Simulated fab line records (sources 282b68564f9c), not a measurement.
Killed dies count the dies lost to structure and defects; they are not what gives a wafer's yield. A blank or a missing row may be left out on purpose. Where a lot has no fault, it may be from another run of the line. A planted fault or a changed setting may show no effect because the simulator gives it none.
A sampling plan put to the test | flow ritCmos | each of the 33 faults these records tell of, on one fab line, judged from the records of the lots it struck
Plan = the line's own looks (route steps where a gauge or an inspection reads the wafer without altering it). A look is open to judgement when struck wafers have a number at it and the file gives its usual mean and standard deviation on fault-free wafers. Caught: at a look after the fault's first step, the mean of the struck wafers lies 4 or more of those standard deviations (sigma) from the usual mean. On the tool: here the same test is run on the tool's own readings at the fault's steps. It also counts as caught if the struck wafers ran another recipe or if their record alone is blank.

## THE FAULTS, as the simulator had put them in
1. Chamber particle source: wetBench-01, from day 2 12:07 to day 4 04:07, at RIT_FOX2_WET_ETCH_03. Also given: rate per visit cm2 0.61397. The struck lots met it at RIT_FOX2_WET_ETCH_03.
2. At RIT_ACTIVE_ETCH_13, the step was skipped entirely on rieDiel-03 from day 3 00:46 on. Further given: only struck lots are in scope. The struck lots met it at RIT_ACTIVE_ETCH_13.
3. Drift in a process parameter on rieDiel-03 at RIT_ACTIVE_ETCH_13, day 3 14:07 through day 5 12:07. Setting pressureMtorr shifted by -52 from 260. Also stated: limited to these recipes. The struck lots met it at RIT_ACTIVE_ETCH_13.
4. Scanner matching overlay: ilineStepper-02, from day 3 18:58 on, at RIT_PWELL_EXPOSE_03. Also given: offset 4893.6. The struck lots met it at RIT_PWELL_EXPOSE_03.
5. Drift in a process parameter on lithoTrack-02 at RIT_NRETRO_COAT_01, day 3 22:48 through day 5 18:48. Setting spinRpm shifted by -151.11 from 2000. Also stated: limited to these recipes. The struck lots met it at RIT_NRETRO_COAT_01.
6. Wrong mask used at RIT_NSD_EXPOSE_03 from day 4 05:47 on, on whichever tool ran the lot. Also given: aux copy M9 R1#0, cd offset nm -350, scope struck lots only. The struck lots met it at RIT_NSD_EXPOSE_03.
7. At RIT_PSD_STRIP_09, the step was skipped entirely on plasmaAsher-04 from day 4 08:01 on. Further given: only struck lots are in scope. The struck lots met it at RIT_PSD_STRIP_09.
8. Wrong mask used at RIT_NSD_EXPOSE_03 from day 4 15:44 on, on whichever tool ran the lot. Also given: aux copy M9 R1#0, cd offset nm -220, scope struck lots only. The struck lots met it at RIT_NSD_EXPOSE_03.
9. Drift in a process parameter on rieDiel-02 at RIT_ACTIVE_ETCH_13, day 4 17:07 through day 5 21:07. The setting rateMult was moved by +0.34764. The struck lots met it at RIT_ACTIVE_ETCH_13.
10. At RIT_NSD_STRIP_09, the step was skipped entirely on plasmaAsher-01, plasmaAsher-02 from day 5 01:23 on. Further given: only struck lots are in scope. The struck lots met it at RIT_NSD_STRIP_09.
11. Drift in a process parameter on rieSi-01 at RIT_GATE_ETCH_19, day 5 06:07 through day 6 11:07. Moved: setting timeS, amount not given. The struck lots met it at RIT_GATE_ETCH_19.
12. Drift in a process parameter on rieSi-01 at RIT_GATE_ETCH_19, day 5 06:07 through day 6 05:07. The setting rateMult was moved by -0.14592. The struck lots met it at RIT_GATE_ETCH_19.
13. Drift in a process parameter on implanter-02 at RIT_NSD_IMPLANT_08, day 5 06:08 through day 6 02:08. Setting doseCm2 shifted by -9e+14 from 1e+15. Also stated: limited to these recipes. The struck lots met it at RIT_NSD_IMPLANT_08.
14. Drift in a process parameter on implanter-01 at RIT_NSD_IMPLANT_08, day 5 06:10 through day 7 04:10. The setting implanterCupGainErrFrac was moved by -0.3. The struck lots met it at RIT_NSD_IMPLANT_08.
15. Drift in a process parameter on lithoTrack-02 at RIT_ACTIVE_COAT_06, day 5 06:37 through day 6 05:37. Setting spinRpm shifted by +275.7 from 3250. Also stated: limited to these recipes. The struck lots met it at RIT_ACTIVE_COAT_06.
16. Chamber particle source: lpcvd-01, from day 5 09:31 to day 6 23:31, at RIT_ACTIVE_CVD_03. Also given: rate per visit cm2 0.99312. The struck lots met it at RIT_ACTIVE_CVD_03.
17. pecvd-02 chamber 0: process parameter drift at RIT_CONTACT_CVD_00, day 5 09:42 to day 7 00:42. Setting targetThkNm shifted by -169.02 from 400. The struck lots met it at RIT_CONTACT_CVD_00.
18. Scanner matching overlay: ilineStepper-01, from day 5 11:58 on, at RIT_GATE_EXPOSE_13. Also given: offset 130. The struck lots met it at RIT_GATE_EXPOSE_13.
19. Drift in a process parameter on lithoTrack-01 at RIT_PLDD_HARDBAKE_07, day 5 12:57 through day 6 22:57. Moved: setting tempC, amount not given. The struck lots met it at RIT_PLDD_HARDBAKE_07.
20. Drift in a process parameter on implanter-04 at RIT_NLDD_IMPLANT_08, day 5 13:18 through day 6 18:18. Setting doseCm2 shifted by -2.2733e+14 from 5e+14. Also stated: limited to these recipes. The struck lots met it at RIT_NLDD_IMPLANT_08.
21. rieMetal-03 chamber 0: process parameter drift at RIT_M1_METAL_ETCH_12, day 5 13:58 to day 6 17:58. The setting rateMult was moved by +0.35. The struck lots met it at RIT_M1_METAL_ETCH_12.
22. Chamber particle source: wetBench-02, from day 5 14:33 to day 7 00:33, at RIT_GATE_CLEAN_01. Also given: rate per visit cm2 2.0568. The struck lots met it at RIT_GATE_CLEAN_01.
23. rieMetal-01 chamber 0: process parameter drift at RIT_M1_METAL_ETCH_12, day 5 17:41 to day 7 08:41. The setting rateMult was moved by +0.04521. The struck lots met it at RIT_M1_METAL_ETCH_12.
24. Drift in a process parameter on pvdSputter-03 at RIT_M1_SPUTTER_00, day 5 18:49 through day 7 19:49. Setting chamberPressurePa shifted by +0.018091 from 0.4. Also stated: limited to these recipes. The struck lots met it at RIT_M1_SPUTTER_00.
25. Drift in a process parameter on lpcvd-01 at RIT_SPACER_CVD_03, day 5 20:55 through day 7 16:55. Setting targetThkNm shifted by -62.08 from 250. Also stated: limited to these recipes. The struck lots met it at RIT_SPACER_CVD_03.
26. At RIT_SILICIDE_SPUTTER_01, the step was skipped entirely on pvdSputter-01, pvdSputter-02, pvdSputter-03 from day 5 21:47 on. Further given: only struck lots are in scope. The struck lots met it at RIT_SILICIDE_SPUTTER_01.
27. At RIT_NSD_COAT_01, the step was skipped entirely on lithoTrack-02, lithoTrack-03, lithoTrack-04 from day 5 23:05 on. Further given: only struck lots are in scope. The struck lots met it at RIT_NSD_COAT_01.
28. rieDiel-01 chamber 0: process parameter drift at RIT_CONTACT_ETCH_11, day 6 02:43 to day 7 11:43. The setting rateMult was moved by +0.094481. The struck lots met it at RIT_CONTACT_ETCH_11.
29. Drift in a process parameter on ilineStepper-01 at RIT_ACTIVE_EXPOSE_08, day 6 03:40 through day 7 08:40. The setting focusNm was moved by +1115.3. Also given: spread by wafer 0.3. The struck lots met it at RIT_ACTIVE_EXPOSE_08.
30. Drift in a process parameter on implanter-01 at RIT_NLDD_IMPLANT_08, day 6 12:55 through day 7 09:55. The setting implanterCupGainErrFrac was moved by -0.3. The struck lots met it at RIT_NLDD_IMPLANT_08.
31. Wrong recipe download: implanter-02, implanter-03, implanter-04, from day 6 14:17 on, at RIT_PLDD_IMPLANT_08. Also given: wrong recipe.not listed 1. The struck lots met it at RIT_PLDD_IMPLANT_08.
32. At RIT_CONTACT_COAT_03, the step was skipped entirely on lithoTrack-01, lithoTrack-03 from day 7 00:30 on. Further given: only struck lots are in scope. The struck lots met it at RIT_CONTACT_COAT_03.
33. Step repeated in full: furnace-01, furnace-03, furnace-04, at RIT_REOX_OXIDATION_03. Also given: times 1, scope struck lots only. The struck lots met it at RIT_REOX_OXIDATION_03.

## WHAT THE PLAN SAW
fault | on the tool itself                               | first look that catches it                      | reading, sigma                             | median hours from its first step to that look | hours from the fault's start to the first struck lot there | judged looks passed uncaught
1     | no reading that can be judged                    | no look after it can be judged                  | -                                          | -                                             | -                                                          | 0
2     | the tool's record is blank for the struck wafers | no look after it can be judged                  | -                                          | -                                             | -                                                          | 0
3     | chamberPressureMTorr -99 or beyond sigma         | no look after it can be judged                  | -                                          | -                                             | -                                                          | 0
4     | no reading that can be judged                    | no look after it can be judged                  | -                                          | -                                             | -                                                          | 0
5     | spinSpeedRpm -88 sigma                           | not the one look that can be judged after it    | -                                          | -                                             | -                                                          | 1
6     | no reading that can be judged                    | not the one look that can be judged after it    | -                                          | -                                             | -                                                          | 1
7     | the tool's record is blank for the struck wafers | no look after it can be judged                  | -                                          | -                                             | -                                                          | 0
8     | under 2 sigma                                    | not the one look that can be judged after it    | -                                          | -                                             | -                                                          | 1
9     | under 2 sigma                                    | none of the 4 looks that can be judged after it | -                                          | -                                             | -                                                          | 4
10    | the tool's record is blank for the struck wafers | RIT_PSD_TW_MEAS_10                              | PSD_TW -99 or beyond                       | 2.0                                           | 4                                                          | 0
11    | runLengthS +53 sigma                             | no look after it can be judged                  | -                                          | -                                             | -                                                          | 0
12    | under 2 sigma                                    | no look after it can be judged                  | -                                          | -                                             | -                                                          | 0
13    | doseIonsCm2 -99 or beyond sigma                  | RIT_NSD_TW_MEAS_10                              | NSD_TW -76                                 | 0.4                                           | 3                                                          | 0
14    | beamOnS +19 sigma                                | RIT_NSD_TW_MEAS_10                              | NSD_TW +11                                 | 0.3                                           | 7                                                          | 0
15    | spinSpeedRpm +98 sigma                           | not the one look that can be judged after it    | -                                          | -                                             | -                                                          | 1
16    | no reading that can be judged                    | no look after it can be judged                  | -                                          | -                                             | -                                                          | 0
17    | under 2 sigma                                    | RIT_CONTACT_THK_MEAS_01                         | CONTACT_TEOS_THK -35                       | 0.1                                           | 7                                                          | 0
18    | under 2 sigma                                    | RIT_GATE_OVL_MEAS_17                            | GATE_OVL +99 or beyond                     | 0.5                                           | 3                                                          | 0
19    | heaterPowerTotalW -62 sigma                      | no look after it can be judged                  | -                                          | -                                             | -                                                          | 0
20    | doseIonsCm2 -99 or beyond sigma                  | RIT_NLDD_TW_MEAS_10                             | NLDD_TW -32                                | 0.3                                           | 3                                                          | 0
21    | under 2 sigma                                    | not the one look that can be judged after it    | strongest: cdNm at RIT_M1_CD_MEAS_90, -3.2 | -                                             | -                                                          | 1
22    | no reading that can be judged                    | no look after it can be judged                  | -                                          | -                                             | -                                                          | 0
23    | under 2 sigma                                    | no look after it can be judged                  | -                                          | -                                             | -                                                          | 0
24    | chamberPressurePa +23 sigma                      | not the one look that can be judged after it    | -                                          | -                                             | -                                                          | 1
25    | no reading that can be judged                    | RIT_SPACER_THK_MEAS_04                          | SPACER_NITRIDE_THK -22                     | 1.9                                           | 5                                                          | 0
26    | the tool's record is blank for the struck wafers | no look after it can be judged                  | -                                          | -                                             | -                                                          | 0
27    | the tool's record is blank for the struck wafers | RIT_PSD_TW_MEAS_10                              | PSD_TW +10                                 | 2.7                                           | 6                                                          | 0
28    | under 2 sigma                                    | no look after it can be judged                  | -                                          | -                                             | -                                                          | 0
29    | exposureDoseMJCm2 -6.6 sigma                     | RIT_ACTIVE_CD_MEAS_11                           | cdNm -22                                   | 0.4                                           | 7                                                          | 0
30    | beamOnS +23 sigma                                | RIT_NLDD_TW_MEAS_10                             | NLDD_TW +20                                | 0.3                                           | 2                                                          | 0
31    | under 2 sigma                                    | RIT_PLDD_TW_MEAS_10                             | PLDD_TW +48                                | 0.3                                           | 2                                                          | 0
32    | the tool's record is blank for the struck wafers | no look after it can be judged                  | -                                          | -                                             | -                                                          | 0
33    | under 2 sigma                                    | RIT_REOX_THK_MEAS_04                            | REOX_OXIDE_THK +37                         | 6.2                                           | -                                                          | 0
Dash: fault not caught, or number not given in these records.

Caught at a look: 12 of 33. Caught on the tool: 17 of 33. By one or the other: 22 of 33.
Caught on the tool alone: faults 2, 3, 5, 7, 11, 15, 19, 24, 26, 32.
Caught at a look alone: faults 17, 18, 25, 31, 33.
Caught by neither: faults 1, 4, 6, 8, 9, 12, 16, 21, 22, 23, 28.

## THINNER SAMPLING
In the worst case, this is how late the first struck lot would be measured if the look that catches a fault measured only every second or every third lot, by lot number:
fault | struck lots at that look, in order of time | every lot | every second lot | every third lot
10    | L434, L435                                 | 4 h       | 10 h             | may miss all 2
13    | L769, L771                                 | 3 h       | may miss all 2   | may miss all 2
14    | L581, L584                                 | 7 h       | 21 h             | may miss all 2
17    | L762, L766                                 | 7 h       | may miss all 2   | may miss all 2
18    | L259, L261, L262, L263                     | 3 h       | 18 h             | 21 h
20    | L205, L206                                 | 3 h       | 9 h              | may miss all 2
25    | L476, L480                                 | 5 h       | may miss all 2   | may miss all 2
27    | L733, L732, L734                           | 6 h       | 6 h              | 14 h
29    | L738                                       | 7 h       | may miss it      | may miss it
30    | L511, L513                                 | 2 h       | may miss all 2   | may miss all 2
31    | L557, L558, L559, L560                     | 2 h       | 2 h              | 8 h
Hours: fault start to first struck lot measured. Since the struck wafers were tested as one group against 4 sigma, a single lot by itself may lie under the limit. Other struck lots may not be in these records.

## THE LONGEST TIMED WAY FROM STEP TO LOOK
Fault 33: median gap of 6.2 hours between RIT_REOX_OXIDATION_03 and RIT_REOX_THK_MEAS_04. No look between them can be judged.
